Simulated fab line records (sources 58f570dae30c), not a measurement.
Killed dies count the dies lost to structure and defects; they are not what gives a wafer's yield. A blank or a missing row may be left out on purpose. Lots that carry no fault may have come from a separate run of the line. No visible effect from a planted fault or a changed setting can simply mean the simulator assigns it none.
The tool behind it: which one? -- flow berkeley-cmos170 -- 7 lots, 21 wafers sampled, at 1 step of a route of 331

WHAT EACH GAUGE READ, for each wafer
UCB170_M2_RS_MEAS_02: the measuring method here is four-point-probe.
lot,measured,on,M2_AL_RS (ohm/sq)
L674,day 7 12:26,film-metro-02,0.0317 0.0320 0.0326
L678,day 8 19:07,film-metro-02,0.0321 0.0324 0.0324
L680,day 9 01:47,film-metro-01,0.0325 0.0325 0.0320
L687,day 10 11:05,film-metro-02,0.0320 0.0321 0.0323
L688,day 11 03:37,film-metro-01,0.0329 0.0318 0.0323
L692,day 11 04:17,film-metro-02,0.0317 0.0323 0.0320
L695,day 12 07:04,film-metro-01,0.0322 0.0324 0.0324

WHICH TOOL RAN EACH LOT (tool, then ch and the chambers of the sampled wafers, then the start)
Before these readings, the record contains no process step.

THE ANSWER, worked out from the rows above alone
Rule: the usual values come from the lots themselves. The widest of any qualifying gaps counts: lots, ordered by their means at a reading, are off when they make up no more than a third of the lots, leave a main group of 4 or more, and stand apart from it by 3 or more times the standard deviation of that group's means. The tables above print the reading to a certain number of digits; a main group whose means all agree to those digits is not used. A lot without any number at a reading at which 4 lots or more have one is off too. The other lots that the step has rows for count as sound.
No lot is off on any of the readings shown, so nothing can be concluded from this.

WHAT HAD BEEN PUT IN BY THE SIMULATOR
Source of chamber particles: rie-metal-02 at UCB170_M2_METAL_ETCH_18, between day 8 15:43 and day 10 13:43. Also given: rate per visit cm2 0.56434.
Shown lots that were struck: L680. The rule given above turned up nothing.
